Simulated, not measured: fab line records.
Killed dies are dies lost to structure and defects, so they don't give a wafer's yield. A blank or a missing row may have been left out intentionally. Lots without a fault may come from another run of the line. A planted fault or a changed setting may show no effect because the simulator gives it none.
Matching of chambers | flow berkeley_cmos170 | UCB170_CONTACT_ETCH_17 on rie_diel-03 has 4 sister chambers
The step etches BARC in N2/H2. 8 wafers are shown with their chamber, then 7 later ones without.

== EACH WAFER AND ITS CHAMBER ==
wafer  | chamber | throttle_valve_pct (%) | drypump_motor_current_A (A)
L250.1 | 1       | 12.96                  | 4.7
L250.2 | 3       | 13.51                  | 5.7
L250.5 | 2       | 13.48                  | 5.3
L252.2 | 3       | 13.52                  | 5.8
L252.5 | 1       | 12.96                  | 4.7
L252.6 | 0       | 13.24                  | 5.4
L253.1 | 2       | 13.49                  | 5.3
L253.2 | 0       | 13.24                  | 5.4

== WAFERS WHOSE CHAMBER IS MISSING ==
wafer  | throttle_valve_pct (%) | drypump_motor_current_A (A)
L253.5 | 13.24                  | 5.4
L261.1 | 13.49                  | 5.3
L261.2 | 12.97                  | 4.7
L261.3 | 13.24                  | 5.4
L264.3 | 13.51                  | 5.7
L264.5 | 13.51                  | 5.7
L264.6 | 13.23                  | 5.4

== EACH ONE'S CHAMBER ==
wafer  | from the rows above | in truth
L253.5 | 0                   | 0
L261.1 | 2                   | 2
L261.2 | 1                   | 1
L261.3 | 0                   | 0
L264.3 | 3                   | 3
L264.5 | 3                   | 3
L264.6 | 0                   | 0
Correctly placed: 7 of 7. Left unplaced by these rows: 0. 0 placed wrongly.
How it was worked out, from the rows above alone: a wafer's distance from a chamber is the root of the sum, over the readings, of the square of ((its reading less the chamber's mean) divided by the reading's scatter). The wafer belongs to the nearest chamber; if the next one is less than 2 further off, it can't be placed. The mean given for a chamber averages the wafers shown for that chamber. The scatter: take each reading less its chamber's mean, square it, sum over the shown wafers, divide by the number of wafers less the number of chambers, and take the root.
